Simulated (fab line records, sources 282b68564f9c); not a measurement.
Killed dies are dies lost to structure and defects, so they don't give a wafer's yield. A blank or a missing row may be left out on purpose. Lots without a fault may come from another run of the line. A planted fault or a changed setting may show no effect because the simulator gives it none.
fab line records | flow rit_cmos
record lots=15 wafers=45 last_day=7
route steps=202 shown NRETRO@59 GATE@93 NSD@137 M1@184
lots that met no fault: from a run of the same line without faults
start_h: hours from the record's first day to the start of the lot's first wafer shown | wait_h: hours since the lot's step before | " the same as in the row above | L1.1+2: a row that stands for several wafers | - no value, or no start given | * or withheld: withheld | < > ~ a bound
route shown NAME@n: a module of which the file shows steps, and the number in the route of the first | usual: mean/standard deviation of fault-free wafers | same: alike in all rows | chamber/n: place in a boat | sites: the reading at each site | _std_site: their standard deviation | _edge_site: outer sites' mean less inner sites' | radius_mm: how far each site lies from the wafer's centre | mask NAME#n: copy n | behind: the tool/chamber that last shaped the wafer | hold: why the lot was held/for how many hours/how that ended | device: the transistor (n, p or np) that didn't switch | end of line: the same wafers' tests at the end of the route | a step without rows: its recipe alone | killed: dies lost to structure and defects at the first sort, not the wafer's yield | map: a wafer's dies, x killed, . not, _ none there
set.NAME: the setting as run; set.NAME@STEP: as run at that earlier step | model.NAME: the simulator's own value behind a step, which no gauge read
steps of the route over a sample of lots; a table a step, a row a wafer
services: from which hour (start_h, from the record's first day; less than 0 if before it) a tool's chamber was out of use, for how many hours, and why
## steps
# step RIT_NRETRO_OVL_MEAS_06
# usual NRETRO_OVL=0.2/1.2
# columns lot.wafer tool chamber start_h wait_h NRETRO_OVL[nm]
L210.1 overlay-01 - 29.50 - 1.2
L210.2 " - " " 1.5
L210.5 " - " " 2.1
L211.2 overlay-01 - 35.05 - 0.5
L211.5 " - " " -0.3
L211.6 " - " " 1.3
L212.1 overlay-01 - 41.05 - 0.6
L212.4 " - " " 1.3
L212.5 " - " " -0.3
L213.1 overlay-02 - 45.18 - 0.5
L213.5 " - " " -0.6
L213.6 " - " " -1.2
L215.1 overlay-01 - 54.56 - -1.2
L215.2 " - " " -0.3
L215.4 " - " " -0.3
L216.3 overlay-01 - 59.57 - 1.0
L216.4 " - " " 0.0
L216.6 " - " " 1.9
L218.2 overlay-02 - 71.21 - 2.1
L218.5 " - " " 0.1
L218.6 " - " " 2.1
L219.1 overlay-01 - 74.78 - 1.0
L219.2 " - " " -0.2
L219.4 " - " " 2.0
L220.1 overlay-01 - 80.45 - -0.6
L220.4 " - " " 1.4
L220.6 " - " " -1.1
L221.1 overlay-02 - 85.92 - 0.3
L221.4 " - " " -2.0
L221.6 " - " " -1.7
L223.2 overlay-01 - 95.94 - 1.7
L223.3 " - " " 1.8
L223.5 " - " " 1.7
L225.1 overlay-02 - 104.96 - 2.3
L225.2 " - " " 1.9
L225.3 " - " " 3.5
L227.2 overlay-02 - 118.62 - -0.6
L227.3 " - " " -0.2
L227.5 " - " " 0.5
L229.1 overlay-02 - 126.27 - 0.7
L229.3 " - " " 0.8
L229.5 " - " " -1.8
L232.2 overlay-01 - 139.38 - -1.6
L232.3 " - " " -1.7
L232.4 " - " " -1.0
# step RIT_GATE_OVL_MEAS_17
# usual GATE_OVL=0.0/1.3
# columns lot.wafer tool chamber start_h wait_h GATE_OVL[nm]
L210.1 overlay-02 - 36.35 0.1 4.0
L210.2 " - " " 2.4
L210.5 " - " " 2.0
L211.2 overlay-01 - 42.84 0.1 -1.3
L211.5 " - " " -2.5
L211.6 " - " " -2.1
L212.1 overlay-02 - 51.16 0.1 0.2
L212.4 " - " " -1.1
L212.5 " - " " 0.8
L213.1 overlay-02 - 53.29 0.1 0.7
L213.5 " - " " -1.3
L213.6 " - " " -0.6
L215.1 overlay-02 - 61.51 0.1 0.0
L215.2 " - " " -0.6
L215.4 " - " " 0.0
L216.3 overlay-01 - 67.63 0.1 -1.7
L216.4 " - " " -2.7
L216.6 " - " " -0.9
L218.2 overlay-01 - 78.38 0.1 -0.4
L218.5 " - " " 0.9
L218.6 " - " " 0.9
L219.1 overlay-02 - 81.72 0.1 0.5
L219.2 " - " " 0.4
L219.4 " - " " 2.0
L220.1 overlay-02 - 87.64 0.1 1.1
L220.4 " - " " 0.0
L220.6 " - " " 1.6
L221.1 overlay-01 - 93.12 0.1 0.5
L221.4 " - " " -1.5
L221.6 " - " " 0.0
L223.2 overlay-02 - 106.93 0.1 -1.0
L223.3 " - " " -0.4
L223.5 " - " " -1.8
L225.1 overlay-01 - 113.99 0.1 -2.2
L225.2 " - " " -0.5
L225.3 " - " " -0.1
L227.2 overlay-02 - 126.01 0.1 0.6
L227.3 " - " " 0.5
L227.5 " - " " 1.7
L229.1 overlay-02 - 133.63 0.1 1.1
L229.3 " - " " 0.6
L229.5 " - " " 2.1
L232.2 overlay-01 - 146.81 0.1 1.0
L232.3 " - " " 0.2
L232.4 " - " " -0.4
# step RIT_NSD_OVL_MEAS_06
# usual NSD_OVL=1.4/1.3
# columns lot.wafer tool chamber start_h wait_h NSD_OVL[nm]
L210.1 overlay-01 - 46.81 - 1.0
L210.2 " - " " -0.7
L210.5 " - " " 2.2
L211.2 overlay-01 - 53.24 - 0.4
L211.5 " - " " 0.2
L211.6 " - " " -1.6
L212.1 overlay-02 - 61.16 - 2.9
L212.4 " - " " 2.2
L212.5 " - " " 2.7
L213.1 overlay-02 - 63.53 - 0.7
L213.5 " - " " 2.9
L213.6 " - " " 2.0
L215.1 overlay-02 - 72.72 - -0.6
L215.2 " - " " 1.6
L215.4 " - " " 1.6
L216.3 overlay-01 - 79.05 - 1.8
L216.4 " - " " 2.6
L216.6 " - " " 1.1
L218.2 overlay-02 - 89.02 - 3.2
L218.5 " - " " 2.5
L218.6 " - " " 4.3
L219.1 overlay-02 - 92.72 - 1.4
L219.2 " - " " 2.0
L219.4 " - " " 0.6
L220.1 overlay-01 - 97.79 - 0.2
L220.4 " - " " 0.8
L220.6 " - " " 2.0
L221.1 overlay-01 - 103.86 - -0.3
L221.4 " - " " 1.4
L221.6 " - " " -0.8
L223.2 overlay-01 - 117.77 - 2.2
L223.3 " - " " 3.1
L223.5 " - " " 2.6
L225.1 overlay-02 - 124.36 - 0.2
L225.2 " - " " 1.7
L225.3 " - " " 0.8
L227.2 overlay-02 - 136.23 - 2.0
L227.3 " - " " 2.0
L227.5 " - " " 2.4
L229.1 overlay-01 - 144.25 - 1.0
L229.3 " - " " 0.5
L229.5 " - " " 0.1
L232.2 overlay-02 - 157.98 - 1.2
L232.3 " - " " 0.2
L232.4 " - " " -1.3
# step RIT_M1_SPUTTER_00
# recipe material=Al target_thk_nm=400 power_w=2000 chamber_pressure_pa=0.4 gas=Ar time_s=500 substrate_temp_c=25
# usual chamber_pressure_pa=0.4000/0.0008 throttle_valve_pct=30.3/1.2
# columns lot.wafer tool chamber start_h wait_h chamber_pressure_pa throttle_valve_pct
L210.1 pvd_sputter-02 - 53.36 0.0 0.4009 32.0
L210.2 " - " " 0.3995 29.7
L210.5 " - " " 0.3998 31.9
L211.2 pvd_sputter-04 - 59.59 0.0 0.4005 29.0
L211.5 " - " " 0.3996 28.9
L211.6 " - " " 0.4006 30.1
L212.1 pvd_sputter-02 - 67.22 0.0 0.4007 29.9
L212.4 " - " " 0.3994 30.4
L212.5 " - " " 0.4013 29.7
L213.1 pvd_sputter-04 - 69.42 0.0 0.3995 30.6
L213.5 " - " " 0.4001 28.4
L213.6 " - " " 0.3992 30.7
L215.1 pvd_sputter-02 - 78.71 0.0 0.4005 30.2
L215.2 " - " " 0.4003 29.7
L215.4 " - " " 0.4013 29.7
L216.3 pvd_sputter-03 - 85.07 0.0 0.4002 31.6
L216.4 " - " " 0.3991 31.0
L216.6 " - " " 0.3995 29.9
L218.2 pvd_sputter-03 - 95.07 0.0 0.4011 29.9
L218.5 " - " " 0.4001 29.9
L218.6 " - " " 0.4010 31.0
L219.1 pvd_sputter-02 - 99.34 0.0 0.3997 29.9
L219.2 " - " " 0.4014 32.0
L219.4 " - " " 0.4009 30.2
L220.1 pvd_sputter-03 - 103.73 0.0 0.4010 31.5
L220.4 " - " " 0.4013 29.9
L220.6 " - " " 0.4015 30.9
L221.1 pvd_sputter-02 - 109.66 0.0 0.3993 30.3
L221.4 " - " " 0.3994 29.9
L221.6 " - " " 0.3993 31.8
L223.2 pvd_sputter-02 - 123.88 0.0 0.4014 29.8
L223.3 " - " " 0.4007 31.8
L223.5 " - " " 0.3991 30.2
L225.1 pvd_sputter-02 - 130.53 0.0 0.3676 31.1
L225.2 " - " " 0.3666 31.1
L225.3 " - " " 0.3677 33.3
L227.2 pvd_sputter-02 - 142.41 0.0 0.3672 32.1
L227.3 " - " " 0.3656 33.6
L227.5 " - " " 0.3669 33.5
L229.1 pvd_sputter-02 - 150.52 0.0 0.3662 31.8
L229.3 " - " " 0.3681 33.3
L229.5 " - " " 0.3674 33.3
L232.2 pvd_sputter-03 - 164.03 0.0 0.3996 31.9
L232.3 " - " " 0.4005 31.0
L232.4 " - " " 0.3991 29.7
# step RIT_M1_PROBE_99
# usual defect_limited_yield=97.3/1.2 killed_at_M0_to_M3=0.1/0.34 killed_at_contacts=0.1/0.26 killed_at_front_end=7/3.1 killed_dies=7/3.1 killed_open=3.5/1.9 killed_short=3.4/2.1 sort_bin_3_pad_short=0.2/0.27 sort_bin_5_function=1.5/0.79 sort_bin_6_memory=1.0/0.63 sort_n_pass=257/3.1 sort_yield_pct=97.3/1.2
# same gross_dies=264 killed_at_M4_up=0 killed_at_back_side=0 killed_at_other=0
# columns lot.wafer tool chamber start_h wait_h defect_limited_yield[%] killed_at_M0_to_M3 killed_at_contacts killed_at_front_end killed_dies killed_open killed_short sort_bin_3_pad_short[%] sort_bin_5_function[%] sort_bin_6_memory[%] sort_n_pass sort_yield_pct[%]
L210.1 prober-01 - 58.45 0.1 97.7 0 0 6 6 4 2 0 1.1 1.1 258 97.7
L210.2 prober-01 - 58.50 0.1 97.3 0 0 7 7 2 5 0 1.9 0.8 257 97.3
L210.5 prober-01 - 58.65 0.2 97.3 0 0 7 7 4 3 0 2.3 0.4 257 97.3
L211.2 prober-01 - 63.79 0.1 95.5 2 0 10 12 4 6 0.4 3.0 1.1 252 95.5
L211.5 prober-01 - 63.94 0.2 97.3 0 0 7 7 3 4 0 1.9 0.8 257 97.3
L211.6 prober-01 - 63.99 0.2 98.1 3 0 2 5 1 1 0 0 1.9 259 98.1
L212.1 prober-02 - 72.77 0.1 94.7 0 0 14 14 5 9 0 3.4 1.9 250 94.7
L212.4 prober-02 - 72.92 0.2 95.5 0 0 12 12 7 5 0.4 2.7 1.5 252 95.5
L212.5 prober-02 - 72.97 0.2 99.2 0 0 2 2 0 1 0 0.4 0.4 262 99.2
L213.1 prober-01 - 74.27 0.1 97.7 0 0 6 6 2 4 0.4 0.4 1.5 258 97.7
L213.5 prober-01 - 74.47 0.2 98.1 0 0 5 5 4 1 0 1.5 0.4 259 98.1
L213.6 prober-01 - 74.52 0.2 97.0 0 0 8 8 2 6 0.4 1.9 0.8 256 97.0
L215.1 prober-01 - 83.67 0.1 98.9 0 0 3 3 1 2 0.4 0.4 0.4 261 98.9
L215.2 prober-01 - 83.72 0.1 98.1 0 0 5 5 2 3 0.4 1.5 0 259 98.1
L215.4 prober-01 - 83.82 0.2 98.1 0 0 5 5 3 2 0 0.8 1.1 259 98.1
L216.3 prober-02 - 89.20 0.2 94.3 0 0 15 15 7 8 0 3.0 2.7 249 94.3
L216.4 prober-02 - 89.25 0.2 96.6 0 0 9 9 6 3 0 3.0 0.4 255 96.6
L216.6 prober-02 - 89.35 0.2 97.0 0 0 8 8 4 4 0 1.5 1.5 256 97.0
L218.2 prober-02 - 100.40 0.1 93.9 0 0 16 16 8 8 0 3.4 2.7 248 93.9
L218.5 prober-02 - 100.55 0.2 96.2 0 0 10 10 5 5 0.8 1.5 1.5 254 96.2
L218.6 prober-02 - 100.60 0.2 95.5 0 0 12 12 4 8 0.8 1.9 1.9 252 95.5
L219.1 prober-01 - 106.17 0.1 95.5 0 0 12 12 9 3 0 3.0 1.5 252 95.5
L219.2 prober-01 - 106.22 0.1 96.6 0 0 9 9 3 6 0 1.9 1.5 255 96.6
L219.4 prober-01 - 106.32 0.2 98.1 0 0 5 5 2 3 0 1.1 0.8 259 98.1
L220.1 prober-02 - 107.92 0.1 98.9 0 0 3 3 1 2 0 0.8 0.4 261 98.9
L220.4 prober-02 - 108.07 0.2 97.3 0 0 7 7 3 4 0.4 1.5 0.8 257 97.3
L220.6 prober-02 - 108.17 0.2 97.7 0 0 6 6 3 3 0 1.5 0.8 258 97.7
L221.1 prober-01 - 114.86 0.1 96.6 0 0 9 9 6 3 0.4 1.5 1.5 255 96.6
L221.4 prober-01 - 115.01 0.2 96.2 0 0 10 10 5 5 0.4 2.7 0.8 254 96.2
L221.6 prober-01 - 115.11 0.2 99.2 0 0 2 2 0 2 0 0.8 0 262 99.2
L223.2 prober-01 - 128.15 0.1 99.2 0 0 2 2 2 0 0 0.4 0.4 262 99.2
L223.3 prober-01 - 128.20 0.2 97.3 0 0 7 7 4 3 0 1.1 1.5 257 97.3
L223.5 prober-01 - 128.30 0.2 97.7 0 0 6 6 2 4 0 2.3 0 258 97.7
L225.1 prober-01 - 135.35 0.1 97.7 0 0 6 6 2 4 0.8 0.8 0.8 258 97.7
L225.2 prober-01 - 135.40 0.1 97.0 0 0 8 8 6 2 0 1.9 1.1 256 97.0
L225.3 prober-01 - 135.45 0.2 97.0 0 0 8 8 4 4 0 2.3 0.8 256 97.0
L227.2 prober-01 - 146.65 0.1 98.1 0 0 5 5 3 2 0 1.1 0.8 259 98.1
L227.3 prober-01 - 146.70 0.2 97.0 0 0 8 8 3 5 0 1.9 1.1 256 97.0
L227.5 prober-01 - 146.80 0.2 97.0 0 0 8 8 6 2 0 1.5 1.5 256 97.0
L229.1 prober-01 - 154.66 0.1 97.0 0 1 7 8 5 3 0 1.9 1.1 256 97.0
L229.3 prober-01 - 154.76 0.2 96.6 0 1 8 9 3 6 0.4 1.9 1.1 255 96.6
L229.5 prober-01 - 154.86 0.2 97.0 0 0 8 8 3 5 0 2.3 0.8 256 97.0
L232.2 prober-02 - 168.36 0.1 98.5 0 0 4 4 3 1 0 0.8 0.8 260 98.5
L232.3 prober-02 - 168.41 0.2 97.7 0 0 6 6 3 3 0 2.3 0 258 97.7
L232.4 prober-02 - 168.46 0.2 97.3 0 0 7 7 4 3 0 1.9 0.8 257 97.3
# killed by level:class
L210.1 FOX1:geometric_particle:open=2 REOX:geometric_particle:short=2 FOX2:geometric_particle:open=1 REOX:geometric_particle:open=1
L210.2 SPACER:geometric_particle:short=3 GATE:geometric_particle:short=2 GATE:geometric_particle:open=1 SPACER:geometric_particle:open=1
L210.5 SPACER:geometric_particle:open=2 FOX1:geometric_particle:short=1 GATE:geometric_particle:open=1 GATE:geometric_particle:short=1 REOX:geometric_particle:open=1 SPACER:geometric_particle:short=1
L211.2 GATE:geometric_particle:short=3 FOX1:geometric_particle:open=2 SPACER:geometric_particle:open=2 SILICIDE:geometric_particle:short=2 M1:coat_microbubble_printed=2 REOX:geometric_particle:short=1
L211.5 SPACER:geometric_particle:open=2 FOX1:geometric_particle:short=1 FOX2:geometric_particle:open=1 FOX2:geometric_particle:short=1 GATE:geometric_particle:short=1 SILICIDE:geometric_particle:short=1
L211.6 M1:coat_microbubble_printed=3 GATE:geometric_particle:short=1 SILICIDE:geometric_particle:open=1
L212.1 SILICIDE:geometric_particle:short=3 GATE:geometric_particle:open=2 GATE:geometric_particle:short=2 REOX:geometric_particle:short=2 SILICIDE:geometric_particle:open=2 FOX1:geometric_particle:short=1 FOX2:geometric_particle:open=1 SPACER:geometric_particle:short=1
L212.4 GATE:geometric_particle:short=3 GATE:geometric_particle:open=3 FOX1:geometric_particle:short=1 FOX1:geometric_particle:open=1 FOX2:geometric_particle:open=1 REOX:geometric_particle:open=1 SPACER:geometric_particle:short=1 SILICIDE:geometric_particle:open=1
L212.5 SILICIDE:geometric_particle:short=1 PWELL:coat_microbubble_printed=1
L213.1 FOX1:geometric_particle:short=1 FOX2:geometric_particle:short=1 GATE:geometric_particle:short=1 REOX:geometric_particle:open=1 SPACER:geometric_particle:open=1 SPACER:geometric_particle:short=1
L213.5 SILICIDE:geometric_particle:open=2 FOX2:geometric_particle:short=1 GATE:geometric_particle:open=1 SPACER:geometric_particle:open=1
L213.6 GATE:geometric_particle:short=3 FOX2:geometric_particle:open=1 FOX2:geometric_particle:short=1 REOX:geometric_particle:short=1 SPACER:geometric_particle:open=1 SPACER:geometric_particle:short=1
L215.1 FOX1:geometric_particle:short=1 FOX2:geometric_particle:open=1 GATE:geometric_particle:short=1
L215.2 GATE:geometric_particle:short=2 REOX:geometric_particle:open=1 SPACER:geometric_particle:short=1 SILICIDE:geometric_particle:open=1
L215.4 GATE:geometric_particle:short=1 GATE:geometric_particle:open=1 REOX:geometric_particle:short=1 REOX:geometric_particle:open=1 SPACER:geometric_particle:open=1
L216.3 GATE:geometric_particle:short=5 FOX1:geometric_particle:open=4 FOX2:geometric_particle:open=2 FOX2:geometric_particle:short=1 REOX:geometric_particle:short=1 SPACER:geometric_particle:short=1 SILICIDE:geometric_particle:open=1
L216.4 FOX1:geometric_particle:open=3 FOX1:geometric_particle:short=1 FOX2:geometric_particle:open=1 FOX2:geometric_particle:short=1 REOX:geometric_particle:short=1 REOX:geometric_particle:open=1 SILICIDE:geometric_particle:open=1
L216.6 FOX1:geometric_particle:open=2 REOX:geometric_particle:short=2 FOX1:geometric_particle:short=1 FOX2:geometric_particle:short=1 FOX2:geometric_particle:open=1 GATE:geometric_particle:open=1
L218.2 GATE:geometric_particle:short=6 GATE:geometric_particle:open=5 SILICIDE:geometric_particle:open=2 FOX2:geometric_particle:short=1 REOX:geometric_particle:open=1 REOX:geometric_particle:short=1
L218.5 GATE:geometric_particle:open=3 GATE:geometric_particle:short=3 REOX:geometric_particle:open=2 SPACER:geometric_particle:short=1 SILICIDE:geometric_particle:short=1
L218.6 FOX1:geometric_particle:short=2 SILICIDE:geometric_particle:short=2 GATE:geometric_particle:short=2 GATE:geometric_particle:open=2 REOX:geometric_particle:open=2 SPACER:geometric_particle:short=2
L219.1 GATE:geometric_particle:open=3 SPACER:geometric_particle:open=3 FOX1:geometric_particle:open=2 GATE:geometric_particle:short=2 FOX2:geometric_particle:open=1 SILICIDE:geometric_particle:short=1
L219.2 SILICIDE:geometric_particle:short=2 FOX1:geometric_particle:open=1 FOX2:geometric_particle:short=1 GATE:geometric_particle:short=1 GATE:geometric_particle:open=1 REOX:geometric_particle:short=1 SPACER:geometric_particle:open=1 SPACER:geometric_particle:short=1
L219.4 SPACER:geometric_particle:short=2 FOX1:geometric_particle:short=1 REOX:geometric_particle:open=1 SPACER:geometric_particle:open=1
L220.1 FOX1:geometric_particle:short=1 GATE:geometric_particle:open=1 SPACER:geometric_particle:short=1
L220.4 REOX:geometric_particle:short=2 FOX1:geometric_particle:short=1 FOX2:geometric_particle:open=1 GATE:geometric_particle:open=1 SPACER:geometric_particle:short=1 SILICIDE:geometric_particle:open=1
L220.6 GATE:geometric_particle:short=2 SPACER:geometric_particle:open=2 GATE:geometric_particle:open=1 SPACER:geometric_particle:short=1
L221.1 REOX:geometric_particle:open=3 FOX1:geometric_particle:open=1 GATE:geometric_particle:short=1 GATE:geometric_particle:open=1 REOX:geometric_particle:short=1 SPACER:geometric_particle:open=1 SILICIDE:geometric_particle:short=1
L221.4 REOX:geometric_particle:open=2 REOX:geometric_particle:short=2 FOX1:geometric_particle:short=1 FOX1:geometric_particle:open=1 GATE:geometric_particle:short=1 SPACER:geometric_particle:open=1 SILICIDE:geometric_particle:short=1 SILICIDE:geometric_particle:open=1
L221.6 GATE:geometric_particle:short=1 REOX:geometric_particle:short=1
L223.2 FOX2:geometric_particle:open=1 GATE:geometric_particle:open=1
L223.3 GATE:geometric_particle:short=2 GATE:geometric_particle:open=2 FOX2:geometric_particle:open=1 SPACER:geometric_particle:short=1 SILICIDE:geometric_particle:open=1
L223.5 FOX1:geometric_particle:short=2 FOX1:geometric_particle:open=1 GATE:geometric_particle:open=1 SPACER:geometric_particle:short=1 SILICIDE:geometric_particle:short=1
L225.1 GATE:geometric_particle:short=4 GATE:geometric_particle:open=2
L225.2 GATE:geometric_particle:open=2 REOX:geometric_particle:open=2 FOX1:geometric_particle:open=1 GATE:geometric_particle:short=1 REOX:geometric_particle:short=1 SILICIDE:geometric_particle:open=1
L225.3 GATE:geometric_particle:short=2 SILICIDE:geometric_particle:open=2 SILICIDE:geometric_particle:short=2 FOX2:geometric_particle:open=1 GATE:geometric_particle:open=1
L227.2 REOX:geometric_particle:open=2 GATE:geometric_particle:open=1 REOX:geometric_particle:short=1 SPACER:geometric_particle:short=1
L227.3 GATE:geometric_particle:short=4 FOX2:geometric_particle:short=1 GATE:geometric_particle:open=1 REOX:geometric_particle:open=1 SPACER:geometric_particle:open=1
L227.5 FOX2:geometric_particle:open=2 GATE:geometric_particle:open=2 REOX:geometric_particle:short=1 SPACER:geometric_particle:short=1 SPACER:geometric_particle:open=1 SILICIDE:geometric_particle:open=1
L229.1 FOX1:geometric_particle:open=2 GATE:geometric_particle:short=2 FOX1:geometric_particle:short=1 GATE:geometric_particle:open=1 REOX:geometric_particle:open=1 CONTACT:geometric_particle:open=1
L229.3 GATE:geometric_particle:short=3 FOX1:geometric_particle:short=2 FOX2:geometric_particle:short=1 GATE:geometric_particle:open=1 REOX:geometric_particle:open=1 CONTACT:geometric_particle:open=1
L229.5 GATE:geometric_particle:short=3 FOX1:geometric_particle:open=2 FOX1:geometric_particle:short=1 GATE:geometric_particle:open=1 SPACER:geometric_particle:short=1
L232.2 GATE:geometric_particle:open=3 GATE:geometric_particle:short=1
L232.3 GATE:geometric_particle:short=2 SPACER:geometric_particle:open=2 REOX:geometric_particle:open=1 SILICIDE:geometric_particle:short=1
L232.4 GATE:geometric_particle:short=2 SPACER:geometric_particle:open=2 REOX:geometric_particle:short=1 REOX:geometric_particle:open=1 SILICIDE:geometric_particle:open=1
## services
# columns tool chamber start_h hours kind
pvd_sputter-03 - 32.17 2.1 repair
pvd_sputter-04 - 97.90 2.4 repair
pvd_sputter-04 - 100.49 1.0 repair
## key
first_sign step=RIT_M1_SPUTTER_00 reading=chamber_pressure_pa direction=down sigmas=41 usual=0.4000 struck=0.3670
effect step=RIT_M1_SPUTTER_00 reading=throttle_valve_pct direction=up sigmas=2 usual=30.3 struck=32.6
met_at RIT_M1_SPUTTER_00
struck_lots L225,L227,L229
not_acting_at RIT_NRETRO_OVL_MEAS_06,RIT_GATE_OVL_MEAS_17,RIT_NSD_OVL_MEAS_06
onset_between 123.88 130.53
fault kind=process_parameter_drift tool=pvd_sputter-02 chamber=- onset_h=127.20 steps=RIT_M1_SPUTTER_00 channel=chamber_pressure_pa offset=-0.033253 shape=step end_h=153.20 stated=0.4
